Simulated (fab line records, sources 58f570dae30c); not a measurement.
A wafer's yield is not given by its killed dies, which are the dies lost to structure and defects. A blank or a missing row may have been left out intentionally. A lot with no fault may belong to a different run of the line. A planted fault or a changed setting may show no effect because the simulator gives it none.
Problem report in the 8D (eight disciplines) form, filled by code | flow berkeley cmos170 | the parts of the form that need people (team, actions taken, sign-off) are left out

## 1. WHAT IS WRONG
At UCB170_ACTIVE_CD_MEAS_13, cd nm averages 1182.2 nm over 6 wafers from 2 lots, while fault-free wafers read 1199.4 nm, standard deviation 1.4. Relative to the usual mean, that is a shift of -12 standard deviations.
The step: target cd 1200 nm.
First observed at day 7 18:04: wafer L945.4, on cd sem-02. The record holds 42 wafers of 14 lots with a number at this step. The rule behind "out" and "out of limits": a value lying over 4 standard deviations away from the usual mean. All remaining wafers that have a number are taken as sound.

## 2. WHAT IT IS AND WHAT IT IS NOT
question                    | is                     | is not
which readings at this step | cd nm                  | -
which lots                  | L945, L949             | L927, L928, L929, L930, L931, L932, L933, L934, L935, L936, L937, L950
which wafers of those lots  | all that have a number | -
read on which gauges        | cd sem-02              | cd sem-01
when                        | from day 7 18:04       | up to then (33 sound wafers); but 3 sound wafers of L950 came after

## 3. THE SUSPECTS, EACH WITH WHAT RULES IT OUT
Counting: a tool at any process step up to the reading remains a suspect when it ran all the lots that are out and ran no sound lot after the first of those.
- the gauge at UCB170_ACTIVE_CD_MEAS_13 has been ruled out. All the wafers that are out were read on cd sem-02, but those of them that UCB170_ACTIVE_SOFTBAKE_09 has rows for are out there too, on other tools.
- litho track-01 at UCB170_ACTIVE_SOFTBAKE_09 (time 60 s): kept. It processed each lot that is out, first L945 at day 7 17:14, and no sound lot thereafter; up to then, the last sound lot it processed was L933 at day 5 18:19. Its own heater power total W, plate temp C readings are out on those wafers.
Left after counting: litho track-01 at UCB170_ACTIVE_SOFTBAKE_09.

## 4. THE CAUSE (what the simulator had put in)
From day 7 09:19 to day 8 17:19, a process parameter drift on litho track-01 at UCB170_ACTIVE_SOFTBAKE_09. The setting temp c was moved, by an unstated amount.
Counting left only this tool.

## 5. THE EFFECT CHAIN, in route order
Rows list readings where the struck wafers' mean (over those with a number) sits beyond 3 standard deviations from the usual. Only readings whose record carries a usual standard deviation are examined. hours: median over the lots of the time between each lot's start at the first step of this table that gives one and its start at this step. sigmas: the change, counted in usual standard deviations.
hours | step                      | reading              | usual     | on struck wafers | change | sigmas
0     | UCB170_ACTIVE_SOFTBAKE_09 | heater power total W | 56.80 W   | 60.02            | +3.22  | +73
0     | UCB170_ACTIVE_SOFTBAKE_09 | plate temp C         | 130.01 C  | 135.81           | +5.80  | +41
1     | UCB170_ACTIVE_CD_MEAS_13  | cd nm                | 1199.4 nm | 1182.2           | -17.2  | -12
Process steps it contains:
- UCB170_ACTIVE_SOFTBAKE_09: time 60 s.

## 6. HOW IT WOULD HAVE BEEN CAUGHT EARLIER
In this record the first reading out of limits at a measuring or inspecting step was taken at day 7 18:04, 9 hours after the fault began at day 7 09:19.
The tool's own readings at UCB170_ACTIVE_SOFTBAKE_09 were out on every struck wafer that the step has a row for (heater power total W, plate temp C): an alarm limit on them would have fired on the first of those.
Among the 2 lots that are out, L949 began UCB170_ACTIVE_SOFTBAKE_09 on litho track-01 after day 7 18:04. A tool hold placed at that time would have kept it from harm.
